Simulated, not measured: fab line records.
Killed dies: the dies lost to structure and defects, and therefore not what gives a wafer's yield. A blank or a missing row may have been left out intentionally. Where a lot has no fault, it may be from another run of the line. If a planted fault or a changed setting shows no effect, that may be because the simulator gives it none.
A struck lot beside a sound one | flow rit-cmos | 27 steps out of a route of 202
Sound: the wafers L914.2, L914.4, L914.6. Struck: wafer L927.1. The cause is named last.
Per side, at each step with rows, come the tool, then ch with its chambers, and then its first start. Under that, the readings that differ: sound wafers | struck wafers | difference of the means | sigmas: that difference in standard deviations of wafers without a fault.
alike: readings with means less than 2 such deviations apart, plus words and numbers identical on both sides. not compared: withheld readings, readings lacking a value on some wafer, bounds such as >300 that could conceal the same value, and numbers that have no deviation in the record and whose values overlap.
The two part at a step that has a row with sigmas, a row that says differs or no value, or rows on one side only. Numbers that don't overlap but have no deviation are shown without sigmas and don't part them. Lack of a reading on every wafer of one side parts them only where that side has two or more wafers.

first, 4 steps without rows for these wafers: RIT_CONTACT_SOFTBAKE_04 (time 60 s); RIT_CONTACT_EXPOSE_05 (exposes mask M11, target cd 1000 nm); RIT_CONTACT_PEB_06; RIT_CONTACT_DEVELOP_07 (develop time 120 s).
RIT_CONTACT_CD_MEAS_08: target cd 1000 nm.
  sound on cd-sem-01, day 4 11:20; struck on cd-sem-02, day 6 23:02
  alike: cd-nm
RIT_CONTACT_OVL_MEAS_09:
  sound on overlay-02, day 4 11:27; struck on overlay-02, day 6 23:09
  alike: CONTACT_OVL
then, 1 step without rows for these wafers: RIT_CONTACT_HARDBAKE_10 (time 60 s).
RIT_CONTACT_ETCH_11: etches SiO2 in CHF3/CF4/Ar, stops on TiSi2, target depth 480 nm, time 320 s.
  sound on rie-diel-01 ch 0,2,3, day 4 11:38; struck on rie-diel-01 ch 1, day 6 23:20
  alike: drypump-motor-current-A, oes-product-au, throttle-valve-pct
  not compared: rf-hours-counter-h
RIT_CONTACT_STRIP_12: strips in O2, time 180 s.
  sound on plasma-asher-04 ch 0,1, day 4 11:49; struck on plasma-asher-01 ch 0, day 6 23:32
  reading                     | sound       | struck | difference | sigmas
  drypump-motor-current-A (A) | 5.5 5.4 5.4 | 6.2    | +0.8       | +2
  not compared: rf-hours-counter-h
RIT_CONTACT_CD_MEAS_90: target cd 1000 nm.
  sound on cd-sem-01, day 4 12:01; struck on cd-sem-02, day 6 23:43
  alike: cd-nm
then, 2 steps without rows for these wafers: RIT_CONTACT_CLEAN_13 (cleans in SC1, time 600 s); RIT_CONTACT_CLEAN_14 (cleans in SC2, time 600 s).
RIT_M1_SPUTTER_00: material Al, target thk 400 nm, time 500 s.
  sound on pvd-sputter-01, day 4 12:29; struck on pvd-sputter-02, day 7 00:13
  reading                               | sound             | struck | difference | sigmas
  model.Al_of_M1_SPUTTER_00.thk-nm (nm) | 409.7 406.7 411.9 | 318.3  | -91.1      |
  alike: throttle-valve-pct
RIT_M1_RS_MEAS_01: a four-point-probe measurement.
  sound on film-metro-01, day 4 12:48; struck on film-metro-03, day 7 00:30
  reading           | sound                | struck | difference | sigmas
  M1_AL_RS (ohm/sq) | 0.0719 0.0721 0.0713 | 0.0926 | +0.0208    | +19
RIT_M1_THK_MEAS_02: measures by xrf.
  sound on film-metro-01, day 4 12:55; struck on film-metro-03, day 7 00:37
  reading        | sound       | struck | difference | sigmas
  M1_AL_THK (nm) | 416 412 416 | 327    | -88        | -14
then, 6 steps without rows for these wafers: RIT_M1_HMDS_03 (prime time 60 s); RIT_M1_COAT_04 (resist thk 1300 nm); RIT_M1_SOFTBAKE_05 (time 60 s); RIT_M1_EXPOSE_06 (exposes mask M12, target cd 2600 nm); RIT_M1_PEB_07; RIT_M1_DEVELOP_08 (develop time 65.5 s).
RIT_M1_CD_MEAS_09: target cd 2600 nm.
  sound on cd-sem-01, day 4 13:59; struck on cd-sem-02, day 7 01:35
  reading    | sound                | struck | difference | sigmas
  cd-nm (nm) | 2603.5 2606.2 2604.7 | 2596.4 | -8.4       | -4
RIT_M1_OVL_MEAS_10:
  sound on overlay-01, day 4 14:06; struck on overlay-01, day 7 01:43
  alike: M1_OVL
then, 1 step without rows for these wafers: RIT_M1_HARDBAKE_11 (time 120 s).
RIT_M1_METAL_ETCH_12: etches Al in Cl2/BCl3, stops on SiO2, time 165 s, target depth 600 nm.
  sound on rie-metal-02 ch 0, day 4 14:23; struck on rie-metal-03 ch 0, day 7 02:00
  reading                     | sound             | struck | difference | sigmas
  drypump-motor-current-A (A) | 5.3 5.3 5.2       | 6.2    | +0.9       | +3
  oes-product-au (a.u.)       | 0.789 0.795 0.789 | 0.688  | -0.103     | -7
  alike: throttle-valve-pct
  not compared: rf-hours-counter-h
then, 1 step without rows for these wafers: RIT_M1_STRIP_13 (strips in nmp, time 600 s).
RIT_M1_PROBE_99:
  sound on prober-01, day 4 16:46; struck on prober-02, day 7 04:40
  reading                           | sound             | struck | difference | sigmas
  killed_at_M0_to_M3                | 1 0 0             | 0      | +0         | -4
  model.etest.npoly-sal.rs-ohm-sq   | 4.39 4.288 4.404  | 15.18  | +10.82     |
  model.etest.pplus-sal.rs-ohm-sq   | 4.366 4.292 4.377 | 14.75  | +10.41     |
  model.etest.ppoly-sal.rs-ohm-sq   | 4.379 4.261 4.365 | 14.69  | +10.36     |
  model.etest.nplus-sal.rs-ohm-sq   | 4.344 4.282 4.36  | 14.48  | +10.15     |
  model.etest.pplus-sal.line-ohm-um | 1.271 1.258 1.234 | 4.282  | +3.028     |
  model.etest.nplus-sal.line-ohm-um | 1.266 1.257 1.253 | 4.264  | +3.005     |
  model.etest.contact-pplus.rc-ohm  | 1.376 1.354 1.395 | 4.385  | +3.010     |
  model.etest.contact-npoly.rc-ohm  | 1.426 1.407 1.351 | 4.188  | +2.793     |
  alike: killed-at-contacts, killed-at-front-end, killed-dies, killed-open, killed-short

== WHERE THEY PART ==
Earliest at RIT_CONTACT_STRIP_12; latest, in this record, at RIT_M1_PROBE_99.

WHY: what had been put in by the simulator
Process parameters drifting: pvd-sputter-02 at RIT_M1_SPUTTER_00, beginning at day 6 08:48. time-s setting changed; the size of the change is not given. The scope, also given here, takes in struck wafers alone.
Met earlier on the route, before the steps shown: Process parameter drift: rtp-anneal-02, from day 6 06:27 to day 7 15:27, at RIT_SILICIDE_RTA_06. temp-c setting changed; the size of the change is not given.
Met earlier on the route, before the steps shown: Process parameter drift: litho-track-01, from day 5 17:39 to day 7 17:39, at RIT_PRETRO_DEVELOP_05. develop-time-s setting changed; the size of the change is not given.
